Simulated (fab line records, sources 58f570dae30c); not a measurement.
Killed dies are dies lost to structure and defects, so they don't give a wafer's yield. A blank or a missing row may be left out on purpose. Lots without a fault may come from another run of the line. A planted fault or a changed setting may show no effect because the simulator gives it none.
fab line records | flow berkeley_cmos170
record lots=14 wafers=42 last_day=12
route steps=331 shown PWELL@45 SCREENOX@102 M2@278 V2@293
lots that met no fault: from a run of the same line without faults
start_h: hours from the record's first day to the start of the lot's first wafer shown | wait_h: hours since the lot's step before | " the same as in the row above | L1.1+2: a row that stands for several wafers | - no value, or no start given | * or withheld: withheld | < > ~ a bound
route shown NAME@n: a module of which the file shows steps, and the number in the route of the first | usual: mean/standard deviation of fault-free wafers | same: alike in all rows | chamber/n: place in a boat | sites: the reading at each site | _std_site: their standard deviation | _edge_site: outer sites' mean less inner sites' | radius_mm: how far each site lies from the wafer's centre | mask NAME#n: copy n | behind: the tool/chamber that last shaped the wafer | hold: why the lot was held/for how many hours/how that ended | device: the transistor (n, p or np) that didn't switch | end of line: the same wafers' tests at the end of the route | a step without rows: its recipe alone | killed: dies lost to structure and defects at the first sort, not the wafer's yield | map: a wafer's dies, x killed, . not, _ none there
set.NAME: the setting as run; set.NAME@STEP: as run at that earlier step | model.NAME: the simulator's own value behind a step, which no gauge read
steps of the route over a sample of lots; a table a step, a row a wafer
services: from which hour (start_h, from the record's first day; less than 0 if before it) a tool's chamber was out of use, for how many hours, and why
## steps
# step UCB170_PWELL_PEB_11
# recipe peb_temp_c=130 peb_time_s=withheld resist=KrF
# usual heater_power_total_W=56.80/0.044 plate_temp_C=130.02/0.12 resist_line_temp_C=23.00/0.11
# columns lot.wafer tool chamber start_h wait_h heater_power_total_W plate_temp_C resist_line_temp_C
L363.2 litho_track-01 0 61.88 0.3 56.79 130.12 23.00
L363.5 " 0 " " 56.79 130.06 22.99
L363.6 " 0 " " 56.86 130.11 23.05
L365.1 litho_track-01 0 79.04 0.1 56.78 130.15 23.05
L365.2 " 0 " " 56.78 129.96 22.81
L365.5 " 0 " " 56.79 130.04 22.96
L364.1 litho_track-03 0 79.28 0.1 56.85 130.04 22.77
L364.5 " 0 " " 56.78 130.03 22.91
L364.6 " 0 " " 56.76 129.96 22.81
L368.3 litho_track-03 0 88.50 0.3 56.90 130.07 23.02
L368.5 " 0 " " 56.81 130.10 22.96
L368.6 " 0 " " 56.78 130.19 23.03
L367.3 litho_track-03 0 88.77 0.3 56.80 130.15 22.93
L367.4 " 0 " " 56.74 130.18 22.98
L367.6 " 0 " " 56.82 129.98 22.93
L366.1 litho_track-01 0 88.99 0.5 56.86 130.04 22.98
L366.3 " 0 " " 56.81 129.92 22.88
L366.4 " 0 " " 56.76 129.99 22.83
L369.3 litho_track-03 0 110.12 0.8 56.76 129.88 22.95
L369.4 " 0 " " 56.82 129.91 22.94
L369.6 " 0 " " 56.78 129.88 23.06
L374.2 litho_track-02 0 110.50 0.7 56.87 130.08 23.08
L374.3 " 0 " " 56.82 129.89 22.90
L374.6 " 0 " " 56.74 130.16 22.94
L373.2 litho_track-01 0 110.71 0.7 56.75 129.90 23.02
L373.3 " 0 " " 56.73 129.94 23.17
L373.6 " 0 " " 56.81 130.06 23.04
L371.2 litho_track-03 0 110.92 0.7 56.73 130.04 23.10
L371.5 " 0 " " 56.87 130.02 23.17
L371.6 " 0 " " 56.77 130.09 23.08
L377.1 litho_track-01 0 135.68 0.6 59.09 133.97 22.95
L377.2 " 0 " " 59.06 134.11 22.82
L377.3 " 0 " " 59.13 134.35 22.97
L380.1 litho_track-01 0 135.96 0.5 59.18 134.10 22.89
L380.2 " 0 " " 59.09 134.27 22.74
L380.5 " 0 " " 59.00 134.18 23.02
L383.1 litho_track-02 0 147 - 56.84 129.99 22.97
L383.4 " 0 " " 56.81 130.18 23.02
L383.6 " 0 " " 56.82 130.16 22.99
L382.3 litho_track-03 0 147 - 56.85 129.95 22.95
L382.4 " 0 " " 56.84 129.91 22.92
L382.6 " 0 " " 56.82 129.69 22.96
# step UCB170_SCREENOX_THK_MEAS_02
# recipe reads=SiO2_of_SCREENOX_OXIDATION_01
# usual SCREENOX_OXIDE_THK=14.33/0.2
# columns lot.wafer tool chamber start_h wait_h SCREENOX_OXIDE_THK[nm]
L363.2 film_metro-01 - 131.17 0.1 14.31
L363.5 " - " " 14.19
L363.6 " - " " 14.40
L364.1 film_metro-02 - 142.40 0.0 14.38
L364.5 " - " " 14.17
L364.6 " - " " 14.15
L365.1 film_metro-01 - 142.40 0.0 14.17
L365.2 " - " " 14.26
L365.5 " - " " 13.98
L368.3 film_metro-03 - 150.81 0.1 14.25
L368.5 " - " " 14.24
L368.6 " - " " 14.46
L366.1 film_metro-03 - 150.85 0.1 14.66
L366.3 " - " " 14.67
L366.4 " - " " 14.31
L367.3 film_metro-01 - 150.93 0.2 14.40
L367.4 " - " " 14.15
L367.6 " - " " 14.23
L371.2 film_metro-02 - 172.09 0.0 14.26
L371.5 " - " " 14.03
L371.6 " - " " 14.09
L374.2 film_metro-01 - 172.09 0.0 14.29
L374.3 " - " " 14.21
L374.6 " - " " 14.34
L369.3 film_metro-03 - 172.15 0.1 14.52
L369.4 " - " " 14.62
L369.6 " - " " 14.46
L373.2 film_metro-01 - 172.15 0.1 14.73
L373.3 " - " " 14.36
L373.6 " - " " 14.52
L380.1 film_metro-01 - 203.18 0.0 14.23
L380.2 " - " " 14.37
L380.5 " - " " 14.37
L377.1 film_metro-03 - 203.24 0.1 14.25
L377.2 " - " " 14.33
L377.3 " - " " 14.51
L383.1 film_metro-01 - 215.86 0.0 14.00
L383.4 " - " " 14.28
L383.6 " - " " 14.10
L382.3 film_metro-02 - 215.88 0.0 13.89
L382.4 " - " " 14.17
L382.6 " - " " 13.96
# step UCB170_M2_STRIP_07
# recipe chemistry=O2 power_w=400 pressure_mtorr=3500 platen_temp_c=withheld o2_flow_sccm=400 overash_fraction=0.5
# usual drypump_motor_current_A=6.0/0.42 oes_product_au=0.734/0.0048 strip_time_to_endpoint_s=21.98/0.071
# same overash_fraction=0.5
# columns lot.wafer tool chamber start_h wait_h drypump_motor_current_A oes_product_au rf_hours_counter_h strip_time_to_endpoint_s
L363.2 plasma_asher-02 0 194.10 0.1 6.4 0.743 50 22.05
L363.5 " 1 " " 6.0 0.727 - 21.95
L363.6 " 0 " " 6.3 0.731 - 22.05
L365.1 plasma_asher-04 0 196.74 0.1 5.3 0.742 43 21.91
L365.2 " 1 " " 5.5 0.733 43 21.95
L365.5 " 0 " " 5.3 0.738 - 21.95
L364.1 plasma_asher-01 0 197.93 0.1 5.6 0.732 44 21.92
L364.5 " 1 " " 6.4 0.735 - 21.92
L364.6 " 0 " " 5.6 0.746 - 22.05
L368.3 plasma_asher-04 1 211.62 0.1 5.5 0.738 - 22.05
L368.5 " 1 " " 5.5 0.744 - 21.96
L368.6 " 0 " " 5.2 0.736 - 22.00
L367.3 plasma_asher-01 0 212.62 0.1 5.6 0.735 - 21.95
L367.4 " 1 " " 6.4 0.733 - 21.98
L367.6 " 1 " " 6.4 0.728 - 21.99
L366.1 plasma_asher-04 1 213.94 0.1 5.5 0.731 46 22.03
L366.3 " 0 " " 5.3 0.731 - 22.05
L366.4 " 1 " " 5.5 0.727 - 21.95
L371.2 plasma_asher-01 0 234.31 0.1 5.6 0.730 48 21.96
L371.5 " 0 " " 5.6 0.726 - 21.99
L371.6 " 1 " " 6.4 0.729 - 21.99
L374.2 plasma_asher-02 0 237.07 0.1 6.4 0.739 55 22.02
L374.3 " 0 " " 6.3 0.736 - 22.09
L374.6 " 1 " " 6.1 0.734 - 22.14
L373.2 plasma_asher-04 0 242.57 0.1 5.2 0.734 49 21.99
L373.3 " 1 " " 5.5 0.735 - 22.04
L373.6 " 0 " " 5.2 0.737 - 21.95
L369.3 plasma_asher-01 0 242.79 0.1 5.6 0.734 - 21.81
L369.4 " 1 " " 6.4 0.718 - 21.87
L369.6 " 1 " " 6.4 0.737 - 21.80
L377.1 plasma_asher-01 0 262.60 0.1 5.6 0.736 52 21.97
L377.2 " 1 " " 6.4 0.738 52 21.92
L377.3 " 1 " " 6.4 0.738 - 21.97
L380.1 plasma_asher-02 0 268.27 0.1 6.4 0.726 59 21.98
L380.2 " 1 " " 6.1 0.744 59 21.99
L380.5 " 0 " " 6.4 0.738 - 21.99
L383.1 plasma_asher-01 1 274.15 0.1 6.4 0.732 53 22.08
L383.4 " 1 " " 6.4 0.736 - 22.07
L383.6 " 1 " " 6.5 0.727 - 22.00
L382.3 plasma_asher-01 0 276.48 0.1 5.6 0.739 - 21.92
L382.4 " 1 " " 6.4 0.733 - 21.87
L382.6 " 1 " " 6.4 0.738 - 21.84
# step UCB170_V2_THK_MEAS_01
# recipe reads=SiO2_of_V2_CVD_00
# usual V2_TEOS_THK=1998/27
# columns lot.wafer tool chamber start_h wait_h V2_TEOS_THK[nm]
L363.2 film_metro-04 - 196.49 0.1 1994
L363.5 " - " " 2020
L363.6 " - " " 2009
L365.1 film_metro-02 - 198.80 0.1 1989
L365.2 " - " " 1979
L365.5 " - " " 2026
L364.1 film_metro-04 - 201.11 0.1 1988
L364.5 " - " " 2003
L364.6 " - " " 2010
L368.3 film_metro-03 - 213.74 0.1 2017
L368.5 " - " " 2011
L368.6 " - " " 2034
L367.3 film_metro-02 - 214.81 0.1 2014
L367.4 " - " " 2053
L367.6 " - " " 2036
L366.1 film_metro-04 - 216.44 0.1 1995
L366.3 " - " " 1997
L366.4 " - " " 1999
L371.2 film_metro-04 - 236.62 0.1 1957
L371.5 " - " " 1991
L371.6 " - " " 1972
L374.2 film_metro-04 - 239.11 0.1 1995
L374.3 " - " " 1985
L374.6 " - " " 2010
L373.2 film_metro-03 - 245.80 0.1 1992
L373.3 " - " " 1976
L373.6 " - " " 2004
L369.3 film_metro-04 - 246.54 0.1 1991
L369.4 " - " " 2046
L369.6 " - " " 2063
L377.1 film_metro-04 - 264.58 0.1 2017
L377.2 " - " " 1978
L377.3 " - " " 1963
L380.1 film_metro-03 - 271.66 0.1 2000
L380.2 " - " " 2007
L380.5 " - " " 2026
L383.1 film_metro-04 - 276.46 0.1 1967
L383.4 " - " " 1988
L383.6 " - " " 2036
L382.3 film_metro-02 - 279.28 0.1 1935
L382.4 " - " " 2014
L382.6 " - " " 1999
## services
# columns tool chamber start_h hours kind
plasma_asher-02 - 40.09 0.5 repair
plasma_asher-01 - 43.43 10.0 pm
plasma_asher-04 - 49.39 1.7 repair
plasma_asher-04 - 82.68 28.1 pm
plasma_asher-01 - 128.25 0.4 repair
plasma_asher-01 - 141.01 4.0 pm
plasma_asher-04 - 151.60 14.6 pm
plasma_asher-02 - 196.18 2.3 repair
plasma_asher-02 - 226.22 3.6 repair
## key
first_sign step=UCB170_PWELL_PEB_11 reading=heater_power_total_W direction=up sigmas=52 usual=56.80 struck=59.09
effect step=UCB170_PWELL_PEB_11 reading=plate_temp_C direction=up sigmas=34 usual=* struck=*
met_at UCB170_PWELL_PEB_11
struck_lots L377,L380
tester_left_out L377,L380
not_acting_at UCB170_SCREENOX_THK_MEAS_02,UCB170_M2_STRIP_07,UCB170_V2_THK_MEAS_01
onset_between 110.71 135.68
fault kind=process_parameter_drift tool=litho_track-01 chamber=- onset_h=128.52 steps=UCB170_PWELL_PEB_11 channel=peb_temp_c offset=* shape=step end_h=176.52 acts_in=* stated=*
# tester_left_out: of these lots the tester's yield and bins aren't shown, on N5 and GAA mostly nor the transistor test; their killed dies are dies lost to structure and defects alone, not to doping, threshold or leakage, so they don't give the yield
